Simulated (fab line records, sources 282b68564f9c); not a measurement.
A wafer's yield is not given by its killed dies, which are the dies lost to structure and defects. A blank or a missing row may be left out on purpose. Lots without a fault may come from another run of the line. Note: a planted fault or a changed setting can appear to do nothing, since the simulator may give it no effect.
Split-lot study    flow rit cmos    23 wafers read from 5 lots, route of 202 steps

## ON THE SPLIT
At RIT_PSD_COAT_01 (resist thk 1000 nm), the setting spin rpm was moved away from the recipe's 3250 rpm on 9 of the 23 wafers read, by -5.8% to +4.6%. This setting was run at the recipe's value on the other wafers.

No step appears in the file between the split and the reading.

## THE READING
NOVOLAK_of_PSD_COAT_01.thk nm (the simulator's own value, which no gauge read), in nm, at RIT_PSD_HARDBAKE_07 (time 60 s). No usual value for it is given in the file. Here, 14 wafers ran the recipe; their average is 885.9 nm with a standard deviation of 2.7 nm.

wafer   tool, chamber at the split  spin rpm as run, rpm  against the recipe  NOVOLAK_of_PSD_COAT_01.thk nm, nm  against lot-mates on the recipe
L074.1  litho track-03, 0           3250                  recipe              885.8                              -
L074.2  litho track-03, 0           3061                  -5.8%               913.2                              +27.9
L074.4  litho track-03, 0           3250                  recipe              884.9                              -
L074.5  litho track-03, 0           3061                  -5.8%               912.5                              +27.2
L074.6  litho track-03, 0           3061                  -5.8%               911.8                              +26.5
L075.1  litho track-01, 0           3250                  recipe              887.1                              -
L075.2  litho track-01, 0           3250                  recipe              886.9                              -
L075.5  litho track-01, 0           3250                  recipe              885.8                              -
L077.1  litho track-01, 0           3250                  recipe              888.6                              -
L077.2  litho track-01, 0           3250                  recipe              889.1                              -
L077.3  litho track-01, 0           3399                  +4.6%               866.4                              -22.1
L077.4  litho track-01, 0           3399                  +4.6%               866.9                              -21.6
L077.6  litho track-01, 0           3250                  recipe              887.7                              -
L084.1  litho track-02, 0           3327                  +2.4%               880.8                              -6.0
L084.2  litho track-02, 0           3250                  recipe              886                                -
L084.4  litho track-02, 0           3327                  +2.4%               878.9                              -7.9
L084.5  litho track-02, 0           3250                  recipe              884.2                              -
L084.6  litho track-02, 0           3250                  recipe              890.2                              -
L085.1  litho track-01, 0           3250                  recipe              882                                -
L085.2  litho track-01, 0           3250                  recipe              879.5                              -
L085.4  litho track-01, 0           3401                  +4.6%               865.1                              -16.9
L085.5  litho track-01, 0           3401                  +4.6%               862.3                              -19.7
L085.6  litho track-01, 0           3250                  recipe              884.5                              -

THE FIT
A straight line over all 23 wafers: NOVOLAK_of_PSD_COAT_01.thk nm changes by -4.44 nm for each +1% of spin rpm; r = -0.98; the points scatter about the line by 2.7 nm.
The same after taking each lot's own level away (the mean of its wafers on the recipe; 23 wafers): -4.45 nm for each +1%; r = -0.99; scatter 1.9 nm.
On that fit, the largest move of spin rpm shifts the reading by 26 nm.
The span of the lots' own levels, 882.00 to 888.47 nm, comes to 2.4 times the standard deviation stated above.
Consequently the slope shifts little with the lot-to-lot level, the two slopes agreeing.
Check: with one of the wafers moved furthest among these (-5.8%) left out of the fit, the line predicts +26 nm for it against its lot-mates. Against them it came out at +27.9 nm.

## ADDITIONAL SPLITS CARRIED BY THESE WAFERS
Before the reading, these wafers also passed through other splits. Each is held against what the fit with the lots' levels taken away leaves over:
other split on the same wafers  wafers away from the commonest value  r with NOVOLAK_of_PSD_COAT_01.thk nm (lot level and that fit taken away)
RIT_NLDD_COAT_01 spin rpm       4                                     -0.45
RIT_PLDD_IMPLANT_08 dose cm2    11                                    +0.10
RIT_SPACER_CVD_03 temp c        15                                    +0.24

## THE WHOLE CHAIN: every reading that the file lists as answering this split, in the file's order
step                 what it does        reading                                                                         change (the file's fit)               r (the file's)
RIT_PSD_COAT_01      resist thk 1000 nm  NOVOLAK_of_PSD_COAT_01.thk nm (the simulator's own value, which no gauge read)  -5.07 nm for each +1% of the setting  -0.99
RIT_PSD_HARDBAKE_07  time 60 s           NOVOLAK_of_PSD_COAT_01.thk nm (the simulator's own value, which no gauge read)  -4.38 nm for each +1% of the setting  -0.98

## THE FILE'S OWN FIT
NOVOLAK_of_PSD_COAT_01.thk nm changes by -4.38 nm for each +1% of spin rpm, r = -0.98.
